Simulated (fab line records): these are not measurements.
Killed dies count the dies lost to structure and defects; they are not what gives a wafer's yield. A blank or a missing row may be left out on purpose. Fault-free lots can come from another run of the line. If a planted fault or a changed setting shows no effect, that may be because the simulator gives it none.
fab line records	flow berkeleyCmos170
record lots=5	wafers=23
route steps=331 shown M3@310
startH: hours from the record's first day to the start of the lot's first wafer shown	waitH: hours since the lot's step before	" the same as in the row above	L1.1+2: one row covering several wafers at once	- either no value or no given start	* or withheld: withheld	< > ~ a bound
route shown NAME@n: a module of which the file shows steps, and the number in the route of the first	usual: mean and standard deviation over wafers with no fault	same: alike in all rows	chamber/n: place in a boat	sites: per-site readings	_std_site: how widely they spread, as a standard deviation	_edge_site: inner sites' mean taken away from outer sites' mean	radiusMm: for every site, how far away it sits from the centre of the wafer	mask NAME#n: copy n	behind: the tool/chamber that last shaped the wafer	hold: the reason the lot was held/the length of the hold in hours/how it ended	device: the n, p or np transistor that did not switch	end of line: the tests these same wafers got at the end of their route	where a step has no rows: the recipe by itself	killed: dies that structure and defects cost at the first sort, which is not the same as the wafer's yield	map: shows each die of a wafer: x if killed, . if not, _ if none is there
set.NAME: the setting the step ran with; set.NAME@STEP: the setting that earlier step ran with	model.NAME: the simulator's own value behind a step, which no gauge read
one table per step and one row per wafer, for lots whose settings were changed on purpose
## steps
# step UCB170_M3_SPUTTER_01
# recipe material=Al	targetThkNm=900	timeS=120	powerW=6000	chamberPressurePa=0.5
lot.wafer	tool	chamber	startH	waitH	set.powerW	model.Al_of_M3_SPUTTER_01.thkNm
L077.2	pvdSputter-01	-	172.07	0.0	6457	969.8
L077.3	"	-	"	"	6000	888.6
L077.4	"	-	"	"	6457	965.9
L077.5	"	-	"	"	6000	897.8
L077.6	"	-	"	"	6457	970.9
L080.1	pvdSputter-01	-	186.03	0.0	6000	884.3
L080.3	"	-	"	"	6493	965.8
L080.4+5	"	-	"	"	6493	964.8
L080.6	"	-	"	"	6000	901.6
L081.1	pvdSputter-04	-	186.58	0.0	6000	897.5
L081.2	"	-	"	"	6000	907.7
L081.3	"	-	"	"	6000	893.9
L081.4	"	-	"	"	6000	906.3
L081.5	"	-	"	"	6000	908.8
L082.1	pvdSputter-02	-	190.21	0.0	6000	909.1
L082.2	"	-	"	"	6000	908.3
L082.4	"	-	"	"	6000	888.6
L083.1	pvdSputter-01	-	196.54	0.0	6000	878.5
L083.2	"	-	"	"	6274	917.1
L083.3	"	-	"	"	6000	880.4
L083.5	"	-	"	"	6274	915.5
L083.6	"	-	"	"	6274	921.8
# step UCB170_M3_RS_MEAS_02
# recipe thkMeasGauge=four-point-probe	reads=Al_of_M3_SPUTTER_01
# usual M3_AL_RS=0.0322/0.0004
lot.wafer	tool	chamber	startH	waitH	set.powerW@M3_SPUTTER_01	M3_AL_RS[ohm/sq]
L077.2	filmMetro-01	-	172.17	0.1	6457	0.0298
L077.3	"	-	"	"	6000	0.0326
L077.4	"	-	"	"	6457	0.0299
L077.5	"	-	"	"	6000	0.0322
L077.6	"	-	"	"	6457	0.0297
L080.1	filmMetro-01	-	186.15	0.1	6000	0.0327
L080.3	"	-	"	"	6493	0.0299
L080.4	"	-	"	"	6493	0.0300
L080.5	"	-	"	"	6493	0.0299
L080.6	"	-	"	"	6000	0.0321
L081.1	filmMetro-01	-	186.67	0.0	6000	0.0322
L081.2	"	-	"	"	6000	0.0318
L081.3	"	-	"	"	6000	0.0323
L081.4	"	-	"	"	6000	0.0318
L081.5	"	-	"	"	6000	0.0318
L082.1	filmMetro-01	-	190.30	0.0	6000	0.0318
L082.2	"	-	"	"	6000	0.0318
L082.4	"	-	"	"	6000	0.0325
L083.1	filmMetro-01	-	196.63	0.0	6000	0.0329
L083.2	"	-	"	"	6274	0.0315
L083.3	"	-	"	"	6000	0.0328
L083.5	"	-	"	"	6274	0.0315
L083.6	"	-	"	"	6274	0.0313
# step UCB170_M3_THK_MEAS_03
# recipe thkMeasGauge=xrf	reads=Al_of_M3_SPUTTER_01
# usual M3_AL_THK=919/12
lot.wafer	tool	chamber	startH	waitH	set.powerW@M3_SPUTTER_01	M3_AL_THK[nm]
L077.2	filmMetro-01	-	172.28	0.1	6457	1001
L077.3	"	-	"	"	6000	915
L077.4	"	-	"	"	6457	996
L077.5	"	-	"	"	6000	921
L077.6	"	-	"	"	6457	1003
L080.1	filmMetro-01	-	186.27	0.1	6000	906
L080.3	"	-	"	"	6493	995
L080.4	"	-	"	"	6493	990
L080.5	"	-	"	"	6493	991
L080.6	"	-	"	"	6000	928
L081.1	filmMetro-01	-	186.79	0.1	6000	923
L081.2	"	-	"	"	6000	935
L081.3	"	-	"	"	6000	921
L081.4	"	-	"	"	6000	929
L081.5	"	-	"	"	6000	935
L082.1	filmMetro-01	-	190.42	0.1	6000	937
L082.2	"	-	"	"	6000	935
L082.4	"	-	"	"	6000	910
L083.1	filmMetro-01	-	196.75	0.1	6000	906
L083.2	"	-	"	"	6274	947
L083.3	"	-	"	"	6000	910
L083.5	"	-	"	"	6274	945
L083.6	"	-	"	"	6274	949
# step UCB170_M3_COAT_10
# recipe resist=KrF	spinRpm=1500	resistThkNm=900
lot.wafer	tool	chamber	startH	waitH	set.resistThkNm	model.KrF_of_M3_COAT_10.thkNm
L077.2+6	lithoTrack-04	0	-	-	900	-
L077.3	"	0	"	"	869.6	869.8
L077.4	"	0	"	"	869.6	-
L077.5	"	0	"	"	900	902.8
L080.1	lithoTrack-02	0	-	-	868.2	868
L080.3	"	0	"	"	868.2	-
L080.4+5	"	0	"	"	900	-
L080.6	"	0	"	"	900	897.7
L081.1	lithoTrack-04	0	-	-	900	901.1
L081.2	"	0	"	"	931.4	932.6
L081.3	"	0	"	"	900	901.8
L081.4	"	0	"	"	931.4	930.9
L081.5	"	0	"	"	931.4	932.3
L082.1	lithoTrack-02	0	-	-	900	902.9
L082.2	"	0	"	"	900	901.9
L082.4	"	0	"	"	900	899
L083.1	lithoTrack-04	0	-	-	900	903.4
L083.2	"	0	"	"	900	902
L083.3	"	0	"	"	900	900.5
L083.5	"	0	"	"	900	903.5
L083.6	"	0	"	"	900	902.9
# step UCB170_M3_SOFTBAKE_11
# recipe resist=KrF	tempC=130	timeS=60
# step UCB170_M3_EXPOSE_12
# recipe maskId=METAL3	targetCdNm=700	na=0.5	sigmaOuter=0.6	sourceShape=conventional	doseMj=26
# step UCB170_M3_ETCH_17
# recipe chemistry=N2/H2	targetDepthA=withheld	overetchA=withheld	target=BARC	timeS=withheld	sourceW=500	biasW=100	pressureMtorr=30	n2FlowSccm=100	h2FlowSccm=200
# step UCB170_M3_METAL_ETCH_18
# recipe chemistry=Cl2/BCl3	target=Al	stopOn=SiO2	pressureMtorr=12	targetDepthA=11700	overEtchFrac=0.3	timeS=195	icpW=600	biasW=120	Cl2_flow_sccm=90	bcl3FlowSccm=45
# usual oesProductAu=0.852/0.012
lot.wafer	tool	chamber	startH	waitH	set.powerW@M3_SPUTTER_01	oesProductAu
L077.2	rieMetal-04	0	175.67	-	6457	0.906
L077.3	"	0	"	"	6000	0.865
L077.4	"	1	"	"	6457	0.885
L077.5	"	0	"	"	6000	0.864
L077.6	"	1	"	"	6457	0.894
L080.1	rieMetal-04	1	188.09	-	6000	0.854
L080.3	"	1	"	"	6493	0.895
L080.4	"	0	"	"	6493	0.897
L080.5	"	1	"	"	6493	0.892
L080.6	"	0	"	"	6000	0.867
L081.1	rieMetal-01	1	188.73	-	6000	0.852
L081.2	"	0	"	"	6000	0.851
L081.3	"	0	"	"	6000	0.849
L081.4	"	1	"	"	6000	0.857
L081.5	"	1	"	"	6000	0.857
L082.1	rieMetal-04	1	193.44	-	6000	0.856
L082.2	"	0	"	"	6000	0.871
L082.4	"	1	"	"	6000	0.853
L083.1	rieMetal-02	1	199.13	-	6000	0.833
L083.2	"	1	"	"	6274	0.848
L083.3	"	1	"	"	6000	0.822
L083.5	"	1	"	"	6274	0.845
L083.6	"	1	"	"	6274	0.851
## key
split step=UCB170_M3_SPUTTER_01	setting=powerW	stated=6000	by=wafer
response step=UCB170_M3_SPUTTER_01	reading=model.Al_of_M3_SPUTTER_01.thkNm	change=+9.19	per=1%	r=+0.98
response step=UCB170_M3_RS_MEAS_02	reading=M3_AL_RS	change=-0.000315	per=1%	r=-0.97
response step=UCB170_M3_THK_MEAS_03	reading=M3_AL_THK	change=+9.69	per=1%	r=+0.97
response step=UCB170_M3_METAL_ETCH_18	reading=oesProductAu	change=+0.00413	per=1%	r=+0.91
split step=UCB170_M3_COAT_10	setting=resistThkNm	stated=900	by=wafer
response step=UCB170_M3_COAT_10	reading=model.KrF_of_M3_COAT_10.thkNm	change=+8.87	per=1%	r=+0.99
